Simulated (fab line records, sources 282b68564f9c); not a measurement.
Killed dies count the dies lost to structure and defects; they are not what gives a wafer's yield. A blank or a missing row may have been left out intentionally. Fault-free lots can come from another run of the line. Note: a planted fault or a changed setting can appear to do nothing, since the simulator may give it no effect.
The tool behind it: which one? -- flow ritCmos -- 42 wafers from 14 lots sampled at 2 of the route's 202 steps

WHAT EACH GAUGE READ, for each wafer
Not one reading of a measure or inspect step in the record can be checked against a usual standard deviation.

TOOL THAT RAN EACH LOT (tool first, then ch and the chambers of the sampled wafers, then the start)
lot,RIT_PRETRO_DEVELOP_05,RIT_M1_PROBE_99
L149,"lithoTrack-04 ch 0, day 2 08:00",-
L150,"lithoTrack-02 ch 0, day 2 12:00",-
L153,"lithoTrack-02 ch 0, day 3 04:00",-
L158,"lithoTrack-02 ch 0, day 4 10:00",-
L160,"lithoTrack-02 ch 0, day 4 17:00","prober-02, day 6 00:40"
L161,"lithoTrack-02 ch 0, day 4 22:00",-
L162,"lithoTrack-04 ch 0, day 5 04:00",-
L163,"lithoTrack-01 ch 0, day 5 12:00",-
L164,"lithoTrack-01 ch 0, day 5 17:00",-
L167,"lithoTrack-01 ch 0, day 6 06:00",-
L168,"lithoTrack-01 ch 0, day 6 11:00",-
L169,"lithoTrack-01 ch 0, day 6 13:00",-
L170,"lithoTrack-04 ch 0, day 6 19:00",-
L171,"lithoTrack-02 ch 0, day 18 12:00",-
- RIT_PRETRO_DEVELOP_05: develop time 68 s.
- RIT_M1_PROBE_99

WHAT THE TOOLS THEMSELVES READ (means of the sampled wafers that have a number; where no wafer has one, the mark that the record gives instead)
RIT_PRETRO_DEVELOP_05. Usual: developerTempC reads 23.01 C (standard deviation 0.11).
lot,tool,developerTempC (C),flag
L149,lithoTrack-04,23.06,
L150,lithoTrack-02,22.99,
L153,lithoTrack-02,23.09,
L158,lithoTrack-02,22.91,
L160,lithoTrack-02,22.16,OFF
L161,lithoTrack-02,22.25,OFF
L162,lithoTrack-04,23.13,
L163,lithoTrack-01,22.89,
L164,lithoTrack-01,22.86,
L167,lithoTrack-01,23.09,
L168,lithoTrack-01,22.92,
L169,lithoTrack-01,23.03,
L170,lithoTrack-04,23.09,
L171,lithoTrack-02,22.94,

RIT_M1_PROBE_99. Usual: killedAtContacts 0.1, standard deviation 0.27; killedAtFrontEnd 6, standard deviation 3; killedDies 7, standard deviation 3; killedOpen 3.1, standard deviation 2; killedShort 3.4, standard deviation 2.
lot,tool,killedAtContacts,killedAtFrontEnd,killedDies,killedOpen,killedShort,flag
L160,prober-02,0.0,10,10,5.0,5.0,

THE ANSWER, worked out from the rows above alone
Rule: a lot counts as off when the mean over its wafers that have a number is more than 3 standard deviations away from the usual mean. Also off: a lot with no number at a reading for which 4 or more lots have one. Where the step has rows for the other lots, those lots are counted as sound. First the gauges in route order, then the tools' own readings, where a lot's mean is used as printed above. At the first step where some lot is off, the reading lying furthest off is the one used; lots without a number count as furthest.
Off: L160, L161 (RIT_PRETRO_DEVELOP_05, developerTempC).
If a tool, at that step or one of the process steps before it, ran each lot that is off and ran no sound lot following the first of them, it fits. No candidate that was tried fits.

WHAT THE SIMULATOR HAD PUT IN
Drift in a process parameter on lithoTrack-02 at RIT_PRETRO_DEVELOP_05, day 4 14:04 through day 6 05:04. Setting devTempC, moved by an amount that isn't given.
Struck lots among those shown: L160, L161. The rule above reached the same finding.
